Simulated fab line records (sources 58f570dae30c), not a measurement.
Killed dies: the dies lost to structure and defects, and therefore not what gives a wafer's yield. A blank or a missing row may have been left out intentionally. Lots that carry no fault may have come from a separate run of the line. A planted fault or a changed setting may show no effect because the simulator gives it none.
A lot that was struck, set against a sound lot -- flow berkeleyCmos170 -- 14 steps out of a route of 331
Sound: these wafers, L510.1, L510.5, L510.6. Struck: wafers L520.1, L520.2, L520.4. Last of all comes the cause.
At each step with rows: each side's tool, then ch and its chambers, then its first start. Under that, the readings that differ: sound wafers -- struck wafers -- difference of the means -- sigmas: that difference in standard deviations of wafers without a fault.
alike: readings whose means differ by less than 2 such deviations, and words and numbers that are the same on both sides. not compared: withheld readings, readings that some wafer has no value for, bounds like >300 that may hide the same value, and numbers for which the record gives no deviation and whose values overlap.
The two part at a step that has a row with sigmas, a row that says differs or no value, or rows on one side only. Numbers that don't overlap but have no deviation are shown without sigmas and don't part them. A reading that every wafer of one side lacks parts them only if that side has two wafers or more.

first, 1 step without rows for these wafers: UCB170_M2_SOFTBAKE_06 (time 60 s).
UCB170_M2_STRIP_07: strips in O2.
  sound on plasmaAsher-02 ch 0,1, day 9 04:14; struck on plasmaAsher-02 ch 0,1, day 10 20:53
  alike: drypumpMotorCurrentA, oesProductAu, stripTimeToEndpointS
  not compared: rfHoursCounterH
then, 7 steps without rows for these wafers: UCB170_M2_STRIP_08 (strips KrF in DMSO, time 600 s); UCB170_M2_COAT_09; UCB170_M2_COAT_10 (resist thk 900 nm); UCB170_M2_SOFTBAKE_11 (time 60 s); UCB170_M2_EXPOSE_12 (exposes mask METAL2, target cd 700 nm); UCB170_M2_PEB_13; UCB170_M2_DEVELOP_14 (develop time 45 s).
UCB170_M2_CD_MEAS_15: target cd 700 nm.
  sound on cdSem-02 at day 9 05:29; struck on cdSem-02 at day 10 22:20
  alike: cdNm
UCB170_M2_OVL_MEAS_16:
  sound on overlay-02 at day 9 05:37; struck on overlay-01 at day 10 22:27
  alike: M2_OVL
UCB170_M2_ETCH_17: etches BARC in N2/H2.
  sound on rieDiel-02 ch 0,2,3, day 9 05:38; struck on rieDiel-03 ch 0,1,2, day 10 22:29
  alike: chamberPressureMTorr, drypumpMotorCurrentA, oesProductAu, throttleValvePct
UCB170_M2_METAL_ETCH_18: etches Al in Cl2/BCl3, stops on SiO2, target depth 1170 nm, time 195 s.
  sound on rieMetal-04 ch 0,1, day 9 05:41; struck on rieMetal-04 ch 0,1, day 10 22:31
reading,sound,struck,difference,sigmas
chamberPressureMTorr (mTorr),11.995 12.013 12.007,6.002 5.994 5.981,-6.013,-99 or more
model.KrF_of_M2_COAT_10.thkNm (nm),218.3 240.7 218.6,248.7 266.6 248.2,+28.6,
model.SiO2_of_V1_CVD_00.thkNm (nm),940.2 941.6 939.9,928.8 928.8 928,-12.0,
  alike: drypumpMotorCurrentA, oesProductAu, throttleValvePct
  not compared: rfHoursCounterH
UCB170_M2_STRIP_19: strips in O2.
  sound on plasmaAsher-04 ch 0,1, day 9 05:52; struck on plasmaAsher-03 ch 0,1, day 10 22:43
reading,sound,struck,difference,sigmas
oesProductAu (a.u.),0.553 0.567 0.542,0.589 0.596 0.584,+0.036,+2
  alike: drypumpMotorCurrentA
  not compared: rfHoursCounterH

WHERE THEY PART
First at UCB170_M2_METAL_ETCH_18; last, within this record, at UCB170_M2_STRIP_19.

WHY: whatever the simulator had introduced
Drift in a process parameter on rieMetal-04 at UCB170_M2_METAL_ETCH_18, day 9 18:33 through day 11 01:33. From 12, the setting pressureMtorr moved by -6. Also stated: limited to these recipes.
